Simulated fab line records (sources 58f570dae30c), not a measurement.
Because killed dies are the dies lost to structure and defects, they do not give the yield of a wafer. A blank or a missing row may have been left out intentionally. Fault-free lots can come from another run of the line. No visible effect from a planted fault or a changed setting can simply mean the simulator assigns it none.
fab line records	flow berkeley_cmos170
record: lots: 13	wafers: 39	last_day: 12
route steps=331 shown SCREENOX@102 GATE@130 CONTACT@231 M3@310
lots with no fault: from the same line, run without faults
start_h: the number of hours between the record's first day and the start of the first shown wafer of the lot	wait_h: hours from the lot's prior step to this one	" the same as in the row above	L1.1+2: a single row standing in for several wafers	- no value, or no start was given	* or withheld: withheld	< > ~ a bound
route shown NAME@n: a module of which the file shows steps, and the number in the route of the first	usual: mean/standard deviation of fault-free wafers	same: alike in all rows	chamber/n: place in a boat	sites: per-site readings	_std_site: how widely they spread, as a standard deviation	_edge_site: mean of outer sites minus mean of inner sites	radius_mm: how far each site lies from the wafer's centre	mask NAME#n: copy n	behind: the tool/chamber that last shaped the wafer	hold: the reason the lot was held/the length of the hold in hours/how it ended	device: whichever transistor did not switch (one of n, p or np)	end of line: at the end of the route, the tests of the same wafers	where a step has no rows: the recipe by itself	killed: not the wafer's yield, but the dies lost to structure and defects at the first sort	map: per-die view of a wafer (x killed, . not killed, _ where there is no die)
set.NAME: the setting the step ran with; set.NAME@STEP: the setting that earlier step ran with	model.NAME: the simulator's own value behind a step, which no gauge read
one table for each step of the route and one row for each wafer, over a sample of lots
services: from which hour (start_h, from the record's first day; less than 0 if before it) a tool's chamber was out of use, for how many hours, and why
== steps ==
step: UCB170_SCREENOX_THK_MEAS_02
recipe: reads: SiO2_of_SCREENOX_OXIDATION_01
usual: SCREENOX_OXIDE_THK: 14.72/0.29
lot.wafer	tool	chamber	start_h	wait_h	SCREENOX_OXIDE_THK[nm]
L801.2	film_metro-02	-	94.09	0.0	14.48
L801.3	"	-	"	"	14.61
L801.6	"	-	"	"	14.61
L802.1	film_metro-04	-	104.35	0.0	15.22
L802.2	"	-	"	"	15.29
L802.4	"	-	"	"	15.17
L805.3	film_metro-03	-	120.09	0.0	14.76
L805.4	"	-	"	"	14.98
L805.6	"	-	"	"	14.92
L807.1	film_metro-02	-	127.66	0.0	14.99
L807.3	"	-	"	"	14.88
L807.4	"	-	"	"	14.99
L806.2	film_metro-04	-	127.67	0.0	14.88
L806.3	"	-	"	"	15.00
L806.4	"	-	"	"	14.66
L808.3	film_metro-04	-	137.19	0.0	14.81
L808.4	"	-	"	"	15.04
L808.5	"	-	"	"	14.75
L811.2	film_metro-04	-	159.53	0.0	14.33
L811.4	"	-	"	"	14.24
L811.5	"	-	"	"	14.24
L815.3	film_metro-03	-	173.35	0.0	14.84
L815.4	"	-	"	"	14.99
L815.6	"	-	"	"	15.06
L820.2	film_metro-02	-	202.39	0.0	14.71
L820.4	"	-	"	"	15.15
L820.6	"	-	"	"	15.03
L821.2	film_metro-03	-	202.39	0.0	14.90
L821.4	"	-	"	"	14.67
L821.6	"	-	"	"	14.77
L822.1	film_metro-04	-	202.43	0.0	14.18
L822.4	"	-	"	"	14.06
L822.6	"	-	"	"	14.21
L819.4	film_metro-02	-	202.47	0.1	14.60
L819.5	"	-	"	"	14.66
L819.6	"	-	"	"	14.61
L824.2	film_metro-04	-	218.00	0.0	14.77
L824.5	"	-	"	"	14.73
L824.6	"	-	"	"	14.77
step: UCB170_GATE_CVD_04
recipe: material: poly-Si	temp_c: 610	precursor: SiH4	time_s: 1440	pressure_mtorr: 375	target_thk_nm: 214	sih4_flow_sccm: 120
usual: pressure_mtorr: 374.8/0.76
lot.wafer	tool	chamber	start_h	wait_h	pressure_mtorr
L801.2	lpcvd-02	1	109.82	0.0	374.4
L801.3	"	1	"	"	373.4
L801.6	"	1	"	"	373.8
L802.1	lpcvd-02	0	122.04	0.0	375.3
L802.2	"	0	"	"	374.3
L802.4	"	0	"	"	374.5
L805.3	lpcvd-01	0	135.55	0.0	375.0
L805.4	"	0	"	"	374.6
L805.6	"	0	"	"	374.8
L806.2	lpcvd-01	0	147.72	0.7	376.8
L806.3	"	0	"	"	375.8
L806.4	"	0	"	"	376.0
L807.1	lpcvd-01	0	147.72	0.7	374.6
L807.3	"	0	"	"	374.3
L807.4	"	0	"	"	374.8
L808.3	lpcvd-02	1	151.47	0.0	374.5
L808.4	"	1	"	"	374.9
L808.5	"	1	"	"	373.8
L811.2	lpcvd-02	1	179.67	0.0	374.5
L811.4	"	1	"	"	376.1
L811.5	"	1	"	"	376.5
L815.3	lpcvd-01	1	195.22	0.0	300.2
L815.4	"	1	"	"	300.8
L815.6	"	1	"	"	300.0
L819.4	lpcvd-02	0	218.08	0.0	375.6
L819.5	"	0	"	"	374.4
L819.6	"	0	"	"	374.9
L820.2	lpcvd-02	0	218.08	0.0	374.5
L820.4	"	0	"	"	374.3
L820.6	"	0	"	"	373.6
L821.2	lpcvd-02	0	218.08	0.0	374.3
L821.4	"	0	"	"	375.1
L821.6	"	0	"	"	374.6
L822.1	lpcvd-02	0	218.08	0.0	374.6
L822.4	"	0	"	"	375.1
L822.6	"	0	"	"	375.2
L824.2	lpcvd-02	0	234.97	0.0	375.0
L824.5	"	0	"	"	375.7
L824.6	"	0	"	"	374.3
step: UCB170_GATE_THK_MEAS_05
recipe: reads: poly-Si_of_GATE_CVD_04
usual: GATE_POLY_THK: 212.5/2
lot.wafer	tool	chamber	start_h	wait_h	GATE_POLY_THK[nm]
L801.2	film_metro-03	-	111.23	0.0	218.3
L801.3	"	-	"	"	216.0
L801.6	"	-	"	"	217.2
L802.1	film_metro-03	-	123.44	0.0	211.5
L802.2	"	-	"	"	212.2
L802.4	"	-	"	"	210.2
L805.3	film_metro-02	-	136.97	0.0	216.0
L805.4	"	-	"	"	215.5
L805.6	"	-	"	"	214.5
L807.1	film_metro-02	-	149.12	0.0	210.4
L807.3	"	-	"	"	211.1
L807.4	"	-	"	"	209.1
L806.2	film_metro-03	-	149.13	0.0	212.0
L806.3	"	-	"	"	213.1
L806.4	"	-	"	"	213.8
L808.3	film_metro-02	-	152.89	0.0	213.0
L808.4	"	-	"	"	212.7
L808.5	"	-	"	"	211.3
L811.2	film_metro-02	-	181.08	0.0	211.5
L811.4	"	-	"	"	212.2
L811.5	"	-	"	"	212.5
L815.3	film_metro-03	-	196.64	0.0	191.0
L815.4	"	-	"	"	192.4
L815.6	"	-	"	"	189.9
L821.2	film_metro-02	-	219.49	0.0	211.2
L821.4	"	-	"	"	209.0
L821.6	"	-	"	"	210.9
L819.4	film_metro-01	-	219.52	0.0	213.3
L819.5	"	-	"	"	213.5
L819.6	"	-	"	"	211.7
L822.1	film_metro-03	-	219.54	0.1	213.0
L822.4	"	-	"	"	213.4
L822.6	"	-	"	"	212.4
L820.2	film_metro-02	-	219.55	0.1	213.0
L820.4	"	-	"	"	213.1
L820.6	"	-	"	"	212.4
L824.2	film_metro-02	-	236.38	0.0	216.4
L824.5	"	-	"	"	214.6
L824.6	"	-	"	"	216.5
step: UCB170_GATE_ETCH_15
recipe: chemistry: HBr/Cl2	target: poly-Si	stop_on: SiO2	over_etch_frac: 0.3	icp_w: 300	bias_w: 150	time_s: 56.3	pressure_mtorr: 15	HBr_flow_sccm: 150	Cl2_flow_sccm: 50	target_depth_a: 2782
usual: drypump_motor_current_A: 5.7/0.46	oes_product_au: 0.825/0.015	throttle_valve_pct: 26.51/0.12
lot.wafer	tool	chamber	start_h	wait_h	drypump_motor_current_A	oes_product_au	rf_hours_counter_h	throttle_valve_pct
L801.2	rie_si-01	0	113.15	-	5.3	0.864	0	26.56
L801.3	"	1	"	"	6.0	0.856	0	26.59
L801.6	"	1	"	"	6.1	0.862	-	26.61
L802.1	rie_si-02	2	124.54	-	5.7	0.809	18	26.75
L802.2	"	1	"	"	5.2	0.811	73	26.46
L802.4	"	0	"	"	6.1	0.815	45	26.45
L805.3	rie_si-01	3	138.87	-	6.3	0.827	39	26.44
L805.4	"	0	"	"	5.3	0.851	0	26.57
L805.6	"	0	"	"	5.4	0.853	-	26.56
L807.1	rie_si-02	3	150.38	-	5.9	0.817	7	26.38
L807.3	"	0	"	"	6.2	0.820	45	26.46
L807.4	"	1	"	"	5.2	0.803	73	26.44
L806.2	rie_si-01	2	150.50	-	5.0	0.824	123	26.42
L806.3	"	1	"	"	6.0	0.846	0	26.60
L806.4	"	0	"	"	5.3	0.849	0	26.57
L808.3	rie_si-01	2	154.21	-	5.0	0.832	123	26.40
L808.4	"	1	"	"	6.0	0.837	0	26.60
L808.5	"	3	"	"	6.3	0.824	-	26.43
L811.2	rie_si-02	0	182.41	-	6.1	0.810	46	26.46
L811.4	"	2	"	"	5.7	0.808	18	26.76
L811.5	"	1	"	"	5.2	0.811	-	26.45
L815.3	rie_si-02	0	198.10	-	6.1	0.763	46	26.46
L815.4	"	3	"	"	5.9	0.772	7	26.37
L815.6	"	0	"	"	6.1	0.750	-	26.48
L821.2	rie_si-01	0	221.96	-	5.3	0.841	1	26.57
L821.4	"	1	"	"	6.1	0.833	0	26.58
L821.6	"	3	"	"	6.4	0.816	-	26.43
L819.4	rie_si-02	2	222.12	-	5.7	0.811	-	26.77
L819.5	"	1	"	"	5.2	0.819	-	26.44
L819.6	"	0	"	"	6.1	0.818	-	26.46
L820.2	rie_si-01	1	222.24	-	6.0	0.847	1	26.61
L820.4	"	0	"	"	5.3	0.848	1	26.57
L820.6	"	3	"	"	6.3	0.822	-	26.45
L822.1	rie_si-02	2	222.37	-	5.7	0.808	18	26.76
L822.4	"	1	"	"	5.2	0.815	-	26.46
L822.6	"	0	"	"	6.1	0.816	-	26.46
L824.2	rie_si-01	3	238.00	-	6.3	0.822	40	26.43
L824.5	"	2	"	"	5.0	0.824	-	26.38
L824.6	"	1	"	"	6.1	0.855	-	26.60
step: UCB170_CONTACT_CD_MEAS_15
recipe: target_cd_nm: 700
usual: cd_nm: 700.0/1.2
lot.wafer	tool	chamber	start_h	wait_h	cd_nm
L801.2	cd_sem-02	-	133.81	-	698.5
L801.3	"	-	"	"	699.7
L801.6	"	-	"	"	698.9
L802.1	cd_sem-01	-	144.86	-	702.5
L802.2	"	-	"	"	702.3
L802.4	"	-	"	"	701.5
L805.3	cd_sem-01	-	160.14	-	699.4
L805.4	"	-	"	"	699.1
L805.6	"	-	"	"	699.8
L807.1	cd_sem-01	-	167.03	-	699.8
L807.3	"	-	"	"	698.7
L807.4	"	-	"	"	699.5
L806.2	cd_sem-01	-	171.09	-	701.9
L806.3	"	-	"	"	700.6
L806.4	"	-	"	"	700.0
L808.3	cd_sem-02	-	171.67	-	702.1
L808.4	"	-	"	"	701.9
L808.5	"	-	"	"	701.3
L811.2	cd_sem-02	-	203.29	-	700.3
L811.4	"	-	"	"	699.4
L811.5	"	-	"	"	699.7
L815.3	cd_sem-02	-	217.56	-	701.2
L815.4	"	-	"	"	700.3
L815.6	"	-	"	"	701.2
L819.4	cd_sem-02	-	246.05	-	698.9
L819.5	"	-	"	"	697.2
L819.6	"	-	"	"	699.1
L821.2	cd_sem-01	-	246.28	-	701.2
L821.4	"	-	"	"	702.7
L821.6	"	-	"	"	701.3
L820.2	cd_sem-02	-	246.51	-	699.1
L820.4	"	-	"	"	699.7
L820.6	"	-	"	"	699.3
L822.1	cd_sem-02	-	246.81	-	700.5
L822.4	"	-	"	"	701.7
L822.6	"	-	"	"	700.2
L824.2	cd_sem-02	-	262.45	-	698.7
L824.5	"	-	"	"	699.5
L824.6	"	-	"	"	698.5
step: UCB170_M3_SPUTTER_01
recipe: material: Al	target_thk_nm: 900	time_s: 120	power_w: 6000	chamber_pressure_pa: 0.5
usual: throttle_valve_pct: 29.7/0.82
lot.wafer	tool	chamber	start_h	wait_h	throttle_valve_pct
L801.2	pvd_sputter-01	-	150.00	0.0	29.8
L801.3	"	-	"	"	30.1
L801.6	"	-	"	"	30.2
L802.1	pvd_sputter-04	-	160.41	0.0	31.1
L802.2	"	-	"	"	30.8
L802.4	"	-	"	"	29.0
L805.3	pvd_sputter-04	-	173.94	0.0	28.9
L805.4	"	-	"	"	30.9
L805.6	"	-	"	"	31.1
L807.1	pvd_sputter-01	-	183.63	0.0	30.2
L807.3	"	-	"	"	29.9
L807.4	"	-	"	"	29.7
L808.3	pvd_sputter-02	-	184.17	0.0	29.2
L808.4	"	-	"	"	29.1
L808.5	"	-	"	"	29.4
L806.2	pvd_sputter-04	-	184.29	0.0	30.6
L806.3	"	-	"	"	31.2
L806.4	"	-	"	"	28.7
L811.2	pvd_sputter-02	-	218.52	0.0	29.1
L811.4	"	-	"	"	29.2
L811.5	"	-	"	"	29.4
L815.3	pvd_sputter-02	-	232.31	0.0	28.6
L815.4	"	-	"	"	29.3
L815.6	"	-	"	"	28.7
L819.4	pvd_sputter-04	-	260.01	0.0	28.9
L819.5	"	-	"	"	29.2
L819.6	"	-	"	"	30.7
L820.2	pvd_sputter-02	-	263.25	0.0	29.6
L820.4	"	-	"	"	28.7
L820.6	"	-	"	"	29.6
L821.2	pvd_sputter-04	-	263.37	0.0	29.0
L821.4	"	-	"	"	29.1
L821.6	"	-	"	"	28.7
L822.1	pvd_sputter-01	-	263.69	0.0	29.7
L822.4	"	-	"	"	31.1
L822.6	"	-	"	"	30.0
L824.2	pvd_sputter-01	-	279.84	0.0	29.6
L824.5	"	-	"	"	29.9
L824.6	"	-	"	"	30.2
== services ==
tool	chamber	start_h	hours	kind
pvd_sputter-04	-	97.16	4.4	repair
lpcvd-01	-	108.59	1.3	repair
pvd_sputter-02	-	133.76	1.7	repair
rie_si-01	2	163.33	-	clean
rie_si-01	2	163.33	13.0	scheduled_down
rie_si-01	2	163.33	13.0	vent_cycle
pvd_sputter-02	-	175.03	2.7	repair
pvd_sputter-01	-	186.78	1.0	repair
rie_si-02	3	218.62	5.0	repair
rie_si-02	0	274.83	5.2	repair
== key ==
first_sign: step: UCB170_GATE_CVD_04	reading: pressure_mtorr	direction: down	sigmas: 98	usual: 374.8	struck: 300.3
effect: step: UCB170_GATE_THK_MEAS_05	reading: GATE_POLY_THK	direction: down	sigmas: 11	usual: 212.5	struck: 191.1
effect: step: UCB170_GATE_ETCH_15	reading: oes_product_au	direction: down	sigmas: 4.3	usual: 0.825	struck: 0.762
met_at UCB170_GATE_CVD_04
struck_lots L815
struck_wafers L815.3,L815.4,L815.6
tester_left_out L815
not_acting_at UCB170_SCREENOX_THK_MEAS_02,UCB170_CONTACT_CD_MEAS_15,UCB170_M3_SPUTTER_01
fault: kind: process_parameter_drift	tool: lpcvd-01	chamber: 1	onset_h: 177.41	steps: UCB170_GATE_CVD_04	channel: pressure_mtorr	offset: -75	shape: step	end_h: 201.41	acts_in: these_recipes_only	stated: 375
tester_left_out: of these lots the tester's yield and bins aren't shown, on N5 and GAA mostly nor the transistor test; their killed dies are dies lost to structure and defects alone, not to doping, threshold or leakage, so they don't give the yield
